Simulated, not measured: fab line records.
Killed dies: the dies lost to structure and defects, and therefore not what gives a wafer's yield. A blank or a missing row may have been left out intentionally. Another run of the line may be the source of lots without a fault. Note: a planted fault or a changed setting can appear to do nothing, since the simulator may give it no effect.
fab line records    flow rit_cmos
[record] lots = 13  wafers = 39  last_day = 7
route steps=202 shown ACTIVE@16 NWELL@37 GATE@81 M1@202
lots untouched by any fault: they come from a run of this same line in which no faults occurred
start_h: the number of hours between the record's first day and the start of the first shown wafer of the lot    wait_h: hours since the lot's step before    " repeats the value in the row above    L1.1+2: several wafers, shown together as one row    - no value, or no start given    * or withheld: withheld    < > ~ a bound
route shown NAME@n: a module of which the file shows steps, and the number in the route of the first    usual: mean and standard deviation over wafers with no fault    same: alike in all rows    chamber/n: place in a boat    sites: readings site by site    _std_site: standard deviation across them    _edge_site: inner sites' mean taken away from outer sites' mean    radius_mm: how far each site lies from the wafer's centre    mask NAME#n: copy n    behind: the most recent tool/chamber to have shaped the wafer    hold: cause of the lot's hold/its duration in hours/its outcome    device: whichever transistor did not switch (one of n, p or np)    end of line: the same wafers' tests at the end of the route    a step given without rows: its recipe and nothing more    killed: dies that structure and defects cost at the first sort, which is not the same as the wafer's yield    map: per-die view of a wafer (x killed, . not killed, _ where there is no die)
set.NAME: setting as actually run; set.NAME@STEP: the setting as run at that earlier step    model.NAME: the simulator's own value behind a step, which no gauge read
a sample of lots followed through the steps of the route, with each step as a table and each wafer as a row
services: a tool's chamber out of use, with start hour (start_h, from the record's first day; less than 0 if before it), hours out, and reason
[[steps]]
[step RIT_ACTIVE_CD_MEAS_90]
[recipe] target_cd_nm = 1400
[usual] cd_nm = 1399.7/2.5
lot.wafer  tool       chamber  start_h  wait_h  cd_nm
L932.1     cd_sem-02  -        15.02    0.1     1400.7
L932.3     "          -        "        "       1399.9
L932.4     "          -        "        "       1401.0
L933.2     cd_sem-01  -        22.02    0.1     1394.3
L933.3     "          -        "        "       1397.4
L933.4     "          -        "        "       1394.8
L934.1     cd_sem-01  -        26.71    0.1     1396.8
L934.2     "          -        "        "       1395.7
L934.5     "          -        "        "       1395.9
L935.2     cd_sem-01  -        30.04    0.1     1402.5
L935.3     "          -        "        "       1402.0
L935.5     "          -        "        "       1402.9
L936.1     cd_sem-01  -        35.98    0.1     1400.3
L936.2     "          -        "        "       1397.5
L936.4     "          -        "        "       1399.1
L937.1     cd_sem-01  -        41.30    0.1     1399.7
L937.4     "          -        "        "       1396.9
L937.6     "          -        "        "       1397.5
L938.1     cd_sem-01  -        45.26    0.1     1400.1
L938.3     "          -        "        "       1401.9
L938.6     "          -        "        "       1399.5
L939.2     cd_sem-01  -        50.54    0.1     1396.5
L939.4     "          -        "        "       1398.1
L939.6     "          -        "        "       1396.3
L940.2     cd_sem-01  -        55.20    0.1     1399.3
L940.3     "          -        "        "       1397.6
L940.6     "          -        "        "       1397.8
L945.2     cd_sem-01  -        82.87    0.1     1403.0
L945.4     "          -        "        "       1403.6
L945.6     "          -        "        "       1402.0
L946.1     cd_sem-02  -        85.37    0.1     1400.6
L946.4     "          -        "        "       1398.0
L946.6     "          -        "        "       1399.5
L948.1     cd_sem-02  -        95.02    0.1     1401.7
L948.5     "          -        "        "       1396.5
L948.6     "          -        "        "       1399.3
L954.1     cd_sem-01  -        125.40   0.1     1401.1
L954.5     "          -        "        "       1401.7
L954.6     "          -        "        "       1401.2
[step RIT_NWELL_STRIP_09]
[recipe] chemistry = O2  time_s = 180  resist = NOVOLAK  platen_temp_c = withheld  power_w = 500  pressure_mtorr = 4000  o2_flow_sccm = 4000
[usual] drypump_motor_current_A = 5.8/0.55
[same] time_s = 180
lot.wafer  tool             chamber  start_h  wait_h  drypump_motor_current_A  rf_hours_counter_h
L932.1     plasma_asher-02  0        23.84    0.1     6.3                      24
L932.3     "                0        "        "       6.2                      -
L932.4     "                1        "        "       5.7                      -
L933.2     plasma_asher-01  0        27.76    0.1     6.6                      37
L933.3     "                0        "        "       6.6                      -
L933.4     "                1        "        "       5.0                      -
L934.1     plasma_asher-01  0        32.33    0.1     6.6                      38
L934.2     "                1        "        "       5.0                      38
L934.5     "                1        "        "       5.0                      -
L935.2     plasma_asher-03  0        37.62    0.1     5.2                      40
L935.3     "                1        "        "       5.6                      -
L935.5     "                1        "        "       5.6                      -
L936.1     plasma_asher-03  0        43.08    0.1     5.3                      41
L936.2     "                1        "        "       5.6                      41
L936.4     "                0        "        "       5.3                      -
L937.1     plasma_asher-01  0        48.07    0.1     6.6                      40
L937.4     "                0        "        "       6.6                      -
L937.6     "                1        "        "       5.0                      -
L938.1     plasma_asher-02  1        52.36    0.1     5.7                      27
L938.3     "                1        "        "       5.7                      -
L938.6     "                0        "        "       6.3                      -
L939.2     plasma_asher-03  1        57.29    0.1     5.6                      43
L939.4     "                1        "        "       5.6                      -
L939.6     "                0        "        "       5.3                      -
L940.2     plasma_asher-02  0        61.62    0.1     6.3                      28
L940.3     "                1        "        "       5.7                      -
L940.6     "                0        "        "       6.3                      -
L945.2     plasma_asher-01  0        88.40    0.1     6.6                      42
L945.4     "                0        "        "       6.6                      -
L945.6     "                0        "        "       6.6                      -
L946.1     plasma_asher-01  0        91.48    0.1     6.6                      43
L946.4     "                1        "        "       5.0                      -
L946.6     "                1        "        "       5.0                      -
L948.1     plasma_asher-01  1        101.71   0.1     5.0                      44
L948.5     "                0        "        "       6.6                      -
L948.6     "                1        "        "       5.0                      -
L954.1     plasma_asher-02  1        133.99   0.1     5.6                      36
L954.5     "                1        "        "       5.7                      -
L954.6     "                0        "        "       6.2                      -
[step RIT_NWELL_TW_MEAS_10]
[usual] NWELL_TW = 2131/13
lot.wafer  tool           chamber  start_h  wait_h  NWELL_TW
L932.1     film_metro-01  -        24.02    0.1     2130
L932.3     "              -        "        "       2132
L932.4     "              -        "        "       2137
L933.2     film_metro-03  -        27.94    0.1     2123
L933.3     "              -        "        "       2135
L933.4     "              -        "        "       2136
L934.1     film_metro-04  -        32.51    0.1     2146
L934.2     "              -        "        "       2152
L934.5     "              -        "        "       2158
L935.2     film_metro-01  -        37.81    0.1     2128
L935.3     "              -        "        "       2125
L935.5     "              -        "        "       2124
L936.1     film_metro-04  -        43.26    0.1     2145
L936.2     "              -        "        "       2149
L936.4     "              -        "        "       2151
L937.1     film_metro-04  -        48.25    0.1     2152
L937.4     "              -        "        "       2153
L937.6     "              -        "        "       2149
L938.1     film_metro-01  -        52.53    0.1     2143
L938.3     "              -        "        "       2137
L938.6     "              -        "        "       2117
L939.2     film_metro-01  -        57.48    0.1     2122
L939.4     "              -        "        "       2129
L939.6     "              -        "        "       2136
L940.2     film_metro-04  -        61.80    0.1     2148
L940.3     "              -        "        "       2150
L940.6     "              -        "        "       2152
L945.2     film_metro-04  -        88.58    0.1     2142
L945.4     "              -        "        "       2134
L945.6     "              -        "        "       2143
L946.1     film_metro-03  -        91.65    0.1     2133
L946.4     "              -        "        "       2114
L946.6     "              -        "        "       2123
L948.1     film_metro-03  -        101.88   0.1     2127
L948.5     "              -        "        "       2135
L948.6     "              -        "        "       2129
L954.1     film_metro-03  -        134.17   0.1     2130
L954.5     "              -        "        "       2131
L954.6     "              -        "        "       2117
[step RIT_GATE_OXIDATION_05]
[recipe] temp_c = 900  ambient = O2  target_thk_a = 30  ox_time_s = 270
[usual] zone_power_source_pct = 28/4.2
lot.wafer  tool        chamber  start_h  wait_h  zone_power_source_pct
L932.1     furnace-03  0        35.09    0.3     31
L932.3     "           0        "        "       31
L932.4     "           0        "        "       31
L933.2     furnace-03  0        38.91    0.0     31
L933.3     "           0        "        "       31
L933.4     "           0        "        "       31
L934.1     furnace-03  0        43.48    0.4     31
L934.2     "           0        "        "       32
L934.5     "           0        "        "       31
L935.2     furnace-04  0        48.59    0.0     26
L935.3     "           0        "        "       26
L935.5     "           0        "        "       26
L936.1     furnace-04  0        54.91    0.9     26
L936.2     "           0        "        "       26
L936.4     "           0        "        "       26
L937.1     furnace-03  0        59.08    0.1     31
L937.4     "           0        "        "       31
L937.6     "           0        "        "       31
L938.1     furnace-03  0        64.64    0.2     31
L938.3     "           0        "        "       31
L938.6     "           0        "        "       31
L939.2     furnace-03  0        68.44    0.0     31
L939.4     "           0        "        "       31
L939.6     "           0        "        "       31
L940.2     furnace-04  0        74.14    0.8     26
L940.3     "           0        "        "       26
L940.6     "           0        "        "       25
L945.2     furnace-01  0        100.10   0.0     20
L945.4     "           0        "        "       20
L945.6     "           0        "        "       20
L946.1     furnace-03  0        102.62   0.1     31
L946.4     "           0        "        "       31
L946.6     "           0        "        "       31
L948.1     furnace-03  0        112.79   0.3     31
L948.5     "           0        "        "       31
L948.6     "           0        "        "       31
L954.1     furnace-01  0        148.95   3.3     20
L954.5     "           0        "        "       20
L954.6     "           0        "        "       20
[step RIT_GATE_THK_MEAS_07]
[recipe] reads = SiO2_of_GATE_OXIDATION_05
[usual] GATE_OXIDE_THK = 3.02/0.06
lot.wafer  tool           chamber  start_h  wait_h  GATE_OXIDE_THK[nm]
L932.1     film_metro-03  -        37.90    0.0     3.12
L932.3     "              -        "        "       3.07
L932.4     "              -        "        "       3.08
L933.2     film_metro-04  -        40.25    0.0     3.10
L933.3     "              -        "        "       3.08
L933.4     "              -        "        "       3.00
L934.1     film_metro-03  -        45.01    0.0     3.01
L934.2     "              -        "        "       3.01
L934.5     "              -        "        "       3.01
L935.2     film_metro-04  -        50.17    0.0     2.93
L935.3     "              -        "        "       2.96
L935.5     "              -        "        "       2.96
L936.1     film_metro-02  -        57.96    0.0     3.08
L936.2     "              -        "        "       3.12
L936.4     "              -        "        "       3.08
L937.1     film_metro-02  -        60.51    0.0     2.99
L937.4     "              -        "        "       2.98
L937.6     "              -        "        "       2.98
L938.1     film_metro-04  -        67.89    0.0     2.99
L938.3     "              -        "        "       3.10
L938.6     "              -        "        "       3.13
L939.2     film_metro-04  -        69.77    0.0     3.05
L939.4     "              -        "        "       3.03
L939.6     "              -        "        "       3.07
L940.2     film_metro-04  -        78.42    0.0     3.00
L940.3     "              -        "        "       3.07
L940.6     "              -        "        "       2.96
L945.2     film_metro-04  -        101.44   0.0     3.10
L945.4     "              -        "        "       3.06
L945.6     "              -        "        "       3.10
L946.1     film_metro-03  -        103.94   0.0     3.38
L946.4     "              -        "        "       3.46
L946.6     "              -        "        "       3.45
L948.1     film_metro-04  -        115.11   0.0     3.46
L948.5     "              -        "        "       3.44
L948.6     "              -        "        "       3.44
L954.1     film_metro-04  -        152.01   0.0     3.02
L954.5     "              -        "        "       3.03
L954.6     "              -        "        "       2.97
[step RIT_M1_PROBE_99]
[usual] killed_at_M0_to_M3 = 0.0/0.12  killed_at_contacts = 0.1/0.24  killed_at_front_end = 6.7/2.9  killed_dies = 6.8/2.9  killed_open = 3.5/2  killed_short = 3.2/1.9
[same] gross_dies = 264  killed_at_M4_up = 0  killed_at_back_side = 0  killed_at_other = 0
lot.wafer  tool       chamber  start_h  wait_h  killed_at_M0_to_M3  killed_at_contacts  killed_at_front_end  killed_dies  killed_open  killed_short
L939.2     prober-02  -        93.88    0.1     0                   0                   11                   11           8            3
L939.4     prober-02  -        93.98    0.2     0                   0                   9                    9            4            5
L939.6     prober-02  -        94.08    0.2     0                   0                   10                   10           7            3
L940.2     prober-02  -        101.42   0.1     0                   0                   1                    1            1            0
L940.3     prober-02  -        101.47   0.2     0                   0                   6                    6            6            0
L940.6     prober-02  -        101.62   0.2     0                   0                   5                    5            3            2
// killed by level:class
L939.2 SILICIDE:geometric_particle:open=4 SPACER:geometric_particle:open=2 FOX2:geometric_particle:short=1 GATE:geometric_particle:short=1 GATE:geometric_particle:open=1 REOX:geometric_particle:open=1 SPACER:geometric_particle:short=1
L939.4 GATE:geometric_particle:short=3 FOX2:geometric_particle:open=1 FOX2:geometric_particle:short=1 REOX:geometric_particle:open=1 SPACER:geometric_particle:open=1 SPACER:geometric_particle:short=1 SILICIDE:geometric_particle:open=1
L939.6 GATE:geometric_particle:open=2 SPACER:geometric_particle:open=2 SILICIDE:geometric_particle:open=2 FOX2:geometric_particle:short=1 REOX:geometric_particle:open=1 REOX:geometric_particle:short=1 SPACER:geometric_particle:short=1
L940.2 FOX2:geometric_particle:open=1
L940.3 FOX2:geometric_particle:open=3 SPACER:geometric_particle:open=2 GATE:geometric_particle:open=1
L940.6 SPACER:geometric_particle:open=2 GATE:geometric_particle:short=1 GATE:geometric_particle:open=1 SILICIDE:geometric_particle:short=1
[[services]]
tool             chamber  start_h  hours  kind
furnace-03       -        14.37    2.7    pm
plasma_asher-02  -        32.06    0.5    repair
plasma_asher-01  -        65.01    13.4   repair
furnace-01       -        74.34    3.8    pm
plasma_asher-01  -        108.75   9.0    pm
plasma_asher-01  0        108.75   9.0    vent_cycle
plasma_asher-01  1        108.75   9.0    vent_cycle
furnace-04       -        111.62   3.5    pm
plasma_asher-01  0        117.75   -      clean
plasma_asher-01  1        117.75   -      clean
plasma_asher-01  -        119.94   4.3    repair
[[key]]
[first_sign] step = RIT_GATE_THK_MEAS_07  reading = GATE_OXIDE_THK  direction = up  sigmas = 7  usual = 3.02  struck = 3.44
effect none on later readings
met_at RIT_GATE_OXIDATION_05
struck_lots L946,L948
tester_left_out L946,L948
not_acting_at RIT_ACTIVE_CD_MEAS_90,RIT_NWELL_STRIP_09,RIT_NWELL_TW_MEAS_10
onset_between 68.44 102.62
[fault] kind = process_parameter_drift  tool = furnace-03  chamber = -  onset_h = 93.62  steps = RIT_GATE_OXIDATION_05  channel = ox_time_s  offset = *  shape = step  end_h = 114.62  acts_in = *  stated = *
// tester_left_out: of these lots the tester's yield and bins aren't shown, on N5 and GAA mostly nor the transistor test; their killed dies are dies lost to structure and defects alone, not to doping, threshold or leakage, so they don't give the yield
